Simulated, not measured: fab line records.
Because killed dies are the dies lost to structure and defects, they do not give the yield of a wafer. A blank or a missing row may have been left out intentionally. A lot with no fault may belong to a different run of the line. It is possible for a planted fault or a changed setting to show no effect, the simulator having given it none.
Matching of chambers :: flow berkeleyCmos170 :: UCB170_V2_ETCH_14 on rieDiel-04 has 4 sister chambers
The step etches SiO2 in CHF3/CF4/Ar, stops on Al, target depth 1250 nm, time 291 s. 14 wafers are shown with their chamber, then 7 later ones without.

== WAFERS, EACH WITH ITS CHAMBER ==
wafer: L989.1
chamber: 2
drypumpMotorCurrentA (A): 6.0
throttleValvePct (%): 7.18
oesProductAu (a.u.): 0.860

wafer: L989.2
chamber: 3
drypumpMotorCurrentA (A): 6.4
throttleValvePct (%): 7.11
oesProductAu (a.u.): 0.880

wafer: L989.3
chamber: 1
drypumpMotorCurrentA (A): 5.6
throttleValvePct (%): 7.08
oesProductAu (a.u.): 0.868

wafer: L990.1
chamber: 1
drypumpMotorCurrentA (A): 5.8
throttleValvePct (%): 7.09
oesProductAu (a.u.): 0.869

wafer: L990.3
chamber: 3
drypumpMotorCurrentA (A): 6.3
throttleValvePct (%): 7.11
oesProductAu (a.u.): 0.890

wafer: L990.5
chamber: 1
drypumpMotorCurrentA (A): 5.7
throttleValvePct (%): 7.07
oesProductAu (a.u.): 0.870

wafer: L992.3
chamber: 0
drypumpMotorCurrentA (A): 5.9
throttleValvePct (%): 7.10
oesProductAu (a.u.): 0.866

wafer: L992.4
chamber: 1
drypumpMotorCurrentA (A): 5.7
throttleValvePct (%): 7.10
oesProductAu (a.u.): 0.867

wafer: L992.6
chamber: 3
drypumpMotorCurrentA (A): 6.3
throttleValvePct (%): 7.10
oesProductAu (a.u.): 0.879

wafer: L991.1
chamber: 1
drypumpMotorCurrentA (A): 5.7
throttleValvePct (%): 7.08
oesProductAu (a.u.): 0.877

wafer: L991.2
chamber: 0
drypumpMotorCurrentA (A): 5.9
throttleValvePct (%): 7.09
oesProductAu (a.u.): 0.871

wafer: L991.5
chamber: 2
drypumpMotorCurrentA (A): 6.0
throttleValvePct (%): 7.18
oesProductAu (a.u.): 0.869

wafer: L995.1
chamber: 1
drypumpMotorCurrentA (A): 5.7
throttleValvePct (%): 7.08
oesProductAu (a.u.): 0.879

wafer: L995.2
chamber: 3
drypumpMotorCurrentA (A): 6.4
throttleValvePct (%): 7.11
oesProductAu (a.u.): 0.877

SIGNATURES (means of the wafers above)
reading: drypumpMotorCurrentA
chamber 0: 5.900
chamber 1: 5.700
chamber 2: 6.000
chamber 3: 6.350
scatter within a chamber: 0.0548

reading: throttleValvePct
chamber 0: 7.0950
chamber 1: 7.0833
chamber 2: 7.1800
chamber 3: 7.1075
scatter within a chamber: 0.00811

reading: oesProductAu
chamber 0: 0.86850
chamber 1: 0.87167
chamber 2: 0.86450
chamber 3: 0.88150
scatter within a chamber: 0.0053
Rule: for a wafer and a chamber, the distance is found by dividing, reading by reading, the gap between the wafer's reading and the chamber's mean by the reading's scatter, squaring, summing and taking the root. The wafer belongs to the nearest chamber; if the next one is less than 2 further off, it can't be placed. The scatter: take each reading less its chamber's mean, square it, sum over the shown wafers, divide by the number of wafers less the number of chambers, and take the root.

== WAFERS WITHOUT THEIR CHAMBER ==
wafer: L995.6
drypumpMotorCurrentA (A): 6.0
throttleValvePct (%): 7.17
oesProductAu (a.u.): 0.870

wafer: L998.4
drypumpMotorCurrentA (A): 6.0
throttleValvePct (%): 7.16
oesProductAu (a.u.): 0.867

wafer: L998.5
drypumpMotorCurrentA (A): 6.0
throttleValvePct (%): 7.16
oesProductAu (a.u.): 0.867

wafer: L998.6
drypumpMotorCurrentA (A): 5.6
throttleValvePct (%): 7.10
oesProductAu (a.u.): 0.868

wafer: L100.2
drypumpMotorCurrentA (A): 6.0
throttleValvePct (%): 7.17
oesProductAu (a.u.): 0.869

wafer: L100.4
drypumpMotorCurrentA (A): 5.7
throttleValvePct (%): 7.09
oesProductAu (a.u.): 0.872

wafer: L100.6
drypumpMotorCurrentA (A): 5.9
throttleValvePct (%): 7.09
oesProductAu (a.u.): 0.870

== WHICH CHAMBER EACH WENT THROUGH ==
wafer: L995.6
from the rows above: 2
in truth: 2

wafer: L998.4
from the rows above: 2
in truth: 2

wafer: L998.5
from the rows above: 2
in truth: 2

wafer: L998.6
from the rows above: 1
in truth: 1

wafer: L100.2
from the rows above: 2
in truth: 2

wafer: L100.4
from the rows above: 1
in truth: 1

wafer: L100.6
from the rows above: 0
in truth: 0
Placed correctly: 7 of 7. Number that these rows cannot place: 0. Wrongly placed: 0.
